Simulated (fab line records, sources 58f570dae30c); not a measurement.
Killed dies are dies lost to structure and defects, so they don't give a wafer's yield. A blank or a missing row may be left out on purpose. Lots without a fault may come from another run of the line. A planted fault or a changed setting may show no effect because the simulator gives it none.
Tool commonality check | flow berkeley_cmos170 | 14 lots, 48 wafers sampled

WHY IT WAS OPENED
At UCB170_NWELL_TW_MEAS_16 the reading NWELL_TW is flagged on 2 of 14 lots. Wafers without a fault read 1250, standard deviation 6.
Rule: a lot is flagged when every wafer of it that has a number lies more than 4 standard deviations from that mean, or none has a number. The other lots count as sound.

lot  | measured    | on            | NWELL_TW, wafer by wafer      | flag
L842 | day 2 06:37 | film_metro-01 | 1239 1253 1251                |
L843 | day 2 19:49 | film_metro-01 | 1249 1247 1244                |
L846 | day 4 07:38 | film_metro-03 | 1244 1244 1243                |
L849 | day 4 07:41 | film_metro-02 | 1249 1250 1251                |
L847 | day 4 07:56 | film_metro-02 | 1245 1251 1245                |
L852 | day 5 01:10 | film_metro-01 | 1257 1257 1268                |
L851 | day 5 01:25 | film_metro-02 | 1256 1260 1257                |
L853 | day 5 01:31 | film_metro-03 | 1252 1255 1248                |
L850 | day 5 01:38 | film_metro-01 | 1253 1265 1257                |
L854 | day 5 17:28 | film_metro-01 | 1254 1254 1254                |
L861 | day 6 13:45 | film_metro-03 | 1146 1150 1141 1146 1145 1145 | FLAGGED
L863 | day 7 03:37 | film_metro-01 | 1153 1148 1150 1152 1148 1141 | FLAGGED
L864 | day 7 03:59 | film_metro-01 | 1249 1244 1247                |
L865 | day 7 11:58 | film_metro-01 | 1241 1243 1242                |
The numbers of the flagged lots are 1147 on average: -103 against the usual, or -17 standard deviations.

WHICH TOOL RAN EACH LOT
The record holds 2 process steps before the reading, out of a route of 331 steps. In each cell: the tool, then ch and the chambers that the sampled wafers went through, then the start.
lot  | flag    | UCB170_NWELL_IMPLANT_14        | UCB170_NWELL_STRIP_15
L842 |         | implanter-01 ch 0, day 2 06:22 | plasma_asher-03 ch 0,1, day 2 06:31
L843 |         | implanter-03 ch 0, day 2 19:34 | plasma_asher-01 ch 0,1, day 2 19:43
L846 |         | implanter-04 ch 0, day 4 07:23 | plasma_asher-03 ch 0,1, day 4 07:32
L849 |         | implanter-03 ch 0, day 4 07:28 | plasma_asher-01 ch 0,1, day 4 07:36
L847 |         | implanter-04 ch 0, day 4 07:43 | plasma_asher-01 ch 0,1, day 4 07:51
L852 |         | implanter-01 ch 0, day 5 00:57 | plasma_asher-03 ch 0,1, day 5 01:05
L851 |         | implanter-04 ch 0, day 5 01:10 | plasma_asher-01 ch 0,1, day 5 01:19
L853 |         | implanter-03 ch 0, day 5 01:16 | plasma_asher-03 ch 0,1, day 5 01:25
L850 |         | implanter-01 ch 0, day 5 01:24 | plasma_asher-02 ch 0,1, day 5 01:32
L854 |         | implanter-01 ch 0, day 5 17:14 | plasma_asher-03 ch 0,1, day 5 17:22
L861 | FLAGGED | implanter-03 ch 0, day 6 13:31 | plasma_asher-01 ch 0,1, day 6 13:38
L863 | FLAGGED | implanter-03 ch 0, day 7 03:22 | plasma_asher-01 ch 0,1, day 7 03:31
L864 |         | implanter-01 ch 0, day 7 03:44 | plasma_asher-02 ch 0,1, day 7 03:53
L865 |         | implanter-04 ch 0, day 7 11:43 | plasma_asher-01 ch 0,1, day 7 11:52
What these steps do:
- UCB170_NWELL_IMPLANT_14
- UCB170_NWELL_STRIP_15: strips in O2.
- UCB170_NWELL_TW_MEAS_16

FLAGGED OVER TOTAL, TOOL BY TOOL (the gauges that took the reading come last)
step                    | tool            | lots run | flagged | share of the flagged lots | sound lots run after its first flagged lot
UCB170_NWELL_IMPLANT_14 | implanter-01    | 5        | 0       | none                      | -
UCB170_NWELL_IMPLANT_14 | implanter-03    | 5        | 2       | all                       | 0
UCB170_NWELL_IMPLANT_14 | implanter-04    | 4        | 0       | none                      | -
UCB170_NWELL_STRIP_15   | plasma_asher-01 | 7        | 2       | all                       | 1 (L865)
UCB170_NWELL_STRIP_15   | plasma_asher-02 | 2        | 0       | none                      | -
UCB170_NWELL_STRIP_15   | plasma_asher-03 | 5        | 0       | none                      | -
UCB170_NWELL_TW_MEAS_16 | film_metro-01   | 8        | 1       | some                      | 2 (L864,L865)
UCB170_NWELL_TW_MEAS_16 | film_metro-02   | 3        | 0       | none                      | -
UCB170_NWELL_TW_MEAS_16 | film_metro-03   | 3        | 1       | some                      | 0

WHAT THE TABLE ALLOWS
2 rows of the table ran every flagged lot: implanter-03 at UCB170_NWELL_IMPLANT_14, plasma_asher-01 at UCB170_NWELL_STRIP_15.
- implanter-03 at UCB170_NWELL_IMPLANT_14: 2 of its 5 lots flagged. Its last sound lot is L853 (day 5 01:16), its first flagged lot L861 (day 6 13:31): a fault that began between those two fits. Its own readings lie more than 4 standard deviations out on every wafer of the flagged lots: beam_on_s, faraday_current_uA.
- plasma_asher-01 at UCB170_NWELL_STRIP_15: 2 of its 7 lots flagged. Sound lots ran on it after the first flagged one (L865), which a lasting fault on the whole tool wouldn't allow.
One tool is left: implanter-03 at UCB170_NWELL_IMPLANT_14.

WHAT THE SIMULATOR HAD PUT IN
Process parameter drift: implanter-03, from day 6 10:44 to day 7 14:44, at UCB170_NWELL_IMPLANT_14. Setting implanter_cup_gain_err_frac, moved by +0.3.
Lots struck among those shown: L861, L863. The rule above found the same.
